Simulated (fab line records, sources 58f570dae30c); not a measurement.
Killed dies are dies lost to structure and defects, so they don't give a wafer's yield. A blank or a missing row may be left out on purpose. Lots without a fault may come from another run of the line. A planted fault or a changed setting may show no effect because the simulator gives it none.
Chamber matching | flow berkeley_cmos170 | UCB170_GATE_ETCH_15 on rie_si-01: 4 sister chambers
The step etches poly-Si in HBr/Cl2, stops on SiO2, time 56.3 s, target depth 278.2 nm. 8 wafers are shown with their chamber, then 8 later ones without.

WAFERS WITH THEIR CHAMBER
wafer  | chamber | throttle_valve_pct (%) | drypump_motor_current_A (A)
L910.4 | 2       | 26.61                  | 6.4
L913.3 | 3       | 26.64                  | 5.9
L913.5 | 3       | 26.66                  | 5.9
L912.6 | 1       | 26.54                  | 5.8
L915.1 | 0       | 26.05                  | 5.8
L915.2 | 1       | 26.54                  | 5.7
L915.6 | 0       | 26.07                  | 5.8
L925.1 | 2       | 26.60                  | 6.4

WAFERS WITHOUT THEIR CHAMBER
wafer  | throttle_valve_pct (%) | drypump_motor_current_A (A)
L925.2 | 26.54                  | 5.7
L925.4 | 26.08                  | 5.8
L928.1 | 26.61                  | 6.4
L928.2 | 26.66                  | 5.9
L928.4 | 26.55                  | 5.7
L927.1 | 26.54                  | 5.8
L927.2 | 26.08                  | 5.8
L927.4 | 26.62                  | 6.4

WHICH CHAMBER EACH WENT THROUGH
wafer  | from the rows above | in truth
L925.2 | 1                   | 1
L925.4 | 0                   | 0
L928.1 | 2                   | 2
L928.2 | 3                   | 3
L928.4 | 1                   | 1
L927.1 | 1                   | 1
L927.2 | 0                   | 0
L927.4 | 2                   | 2
Placed correctly: 8 of 8. Can't be placed from these rows: 0. Placed wrongly: 0.
How it was worked out, from the rows above alone: a wafer's distance from a chamber is the root of the sum, over the readings, of the square of ((its reading less the chamber's mean) divided by the reading's scatter). The wafer belongs to the nearest chamber; if the next one is less than 2 further off, it can't be placed. A chamber's mean is the mean of its shown wafers. The scatter: the root of (the sum of the squares of (reading less its chamber's mean) over the shown wafers, divided by (wafers less chambers)).
